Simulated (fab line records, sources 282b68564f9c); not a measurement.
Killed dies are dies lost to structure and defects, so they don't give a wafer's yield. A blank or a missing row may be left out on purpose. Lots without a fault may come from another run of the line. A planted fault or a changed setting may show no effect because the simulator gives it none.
Which tool did it? | flow rit_cmos | 14 lots, 42 wafers sampled, at 2 steps of a route of 202

WHAT THE GAUGES READ, wafer by wafer
RIT_CONTACT_THK_MEAS_01. Usual: CONTACT_TEOS_THK 391 nm, standard deviation 4.7.
lot  | measured    | on            | CONTACT_TEOS_THK (nm) | flag
L455 | day 3 12:59 | film_metro-02 | 392 397 394           |
L456 | day 3 18:19 | film_metro-02 | 396 392 393           |
L459 | day 4 05:32 | film_metro-02 | 388 388 391           |
L460 | day 4 09:32 | film_metro-04 | 384 391 394           |
L461 | day 4 12:19 | film_metro-04 | 384 386 391           |
L462 | day 4 16:23 | film_metro-01 | 388 399 398           |
L467 | day 6 07:49 | film_metro-02 | 388 387 398           |
L468 | day 6 13:34 | film_metro-02 | 388 388 549           | OFF
L469 | day 6 13:57 | film_metro-04 | 388 386 392           |
L471 | day 7 00:23 | film_metro-02 | 388 395 558           | OFF
L473 | day 7 08:17 | film_metro-02 | 386 395 391           |
L474 | day 7 13:02 | film_metro-01 | 389 385 392           |
L476 | day 7 20:14 | film_metro-02 | 389 391 394           |
L478 | day 8 03:53 | film_metro-04 | 388 389 396           |

WHICH TOOL RAN EACH LOT (tool, then ch and the chambers of the sampled wafers, then the start)
lot  | RIT_CONTACT_CVD_00
L455 | pecvd-04 ch 0,1,2, day 3 12:56
L456 | pecvd-03 ch 0,1, day 3 18:16
L459 | pecvd-03 ch 1,2, day 4 05:29
L460 | pecvd-01 ch 0,1,2, day 4 09:28
L461 | pecvd-04 ch 0,1, day 4 12:15
L462 | pecvd-03 ch 1,2, day 4 16:19
L467 | pecvd-04 ch 0,1, day 6 07:46
L468 | pecvd-03 ch 0,1,2, day 6 13:31
L469 | pecvd-01 ch 0,1,2, day 6 13:54
L471 | pecvd-03 ch 0,2, day 7 00:17
L473 | pecvd-04 ch 1,2, day 7 08:13
L474 | pecvd-01 ch 1,2, day 7 12:59
L476 | pecvd-04 ch 0,1,2, day 7 20:10
L478 | pecvd-01 ch 0,2, day 8 03:50
- RIT_CONTACT_CVD_00: deposits SiO2 from TEOS, target thk 400 nm, time 59.75 s.

WHAT THE TOOLS THEMSELVES READ (means of the sampled wafers that have a number; where no wafer has one, the mark that the record gives instead)
RIT_CONTACT_CVD_00. Usual: heater_power_w 340 W, standard deviation 47.
lot  | tool     | heater_power_w (W) | flag
L455 | pecvd-04 | 333                |
L456 | pecvd-03 | 325                |
L459 | pecvd-03 | 305                |
L460 | pecvd-01 | 313                |
L461 | pecvd-04 | 372                |
L462 | pecvd-03 | 338                |
L467 | pecvd-04 | 295                |
L468 | pecvd-03 | 368                |
L469 | pecvd-01 | 364                |
L471 | pecvd-03 | 421                |
L473 | pecvd-04 | 295                |
L474 | pecvd-01 | 331                |
L476 | pecvd-04 | 349                |
L478 | pecvd-01 | 388                |

THE ANSWER, worked out from the rows above alone
Rule: a lot is off if the mean of its wafers that have a number lies more than 3 standard deviations from the usual mean. A lot without any number at a reading at which 4 lots or more have one is off too. The other lots that the step has rows for count as sound. The gauges are gone through in route order, then the tools' own readings, and for those a lot's mean is taken as printed above. The first step at which some lot is off is used, and at that step the reading that is off furthest; a lot without a number counts as furthest.
Off: L468, L471, at RIT_CONTACT_THK_MEAS_01 (CONTACT_TEOS_THK).
A tool fits if, at a process step before that reading, it ran every lot that is off, and no sound lot after the first of them. The gauges at RIT_CONTACT_THK_MEAS_01 are tried like those tools. One fits: pecvd-03 at RIT_CONTACT_CVD_00. Its last sound lot is L462 (day 4 16:19), its first lot that is off L468 (day 6 13:31): a fault that began between those two fits.

WHAT THE SIMULATOR HAD PUT IN
Process parameter drift: pecvd-03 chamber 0, from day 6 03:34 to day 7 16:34, at RIT_CONTACT_CVD_00. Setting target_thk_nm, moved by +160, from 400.
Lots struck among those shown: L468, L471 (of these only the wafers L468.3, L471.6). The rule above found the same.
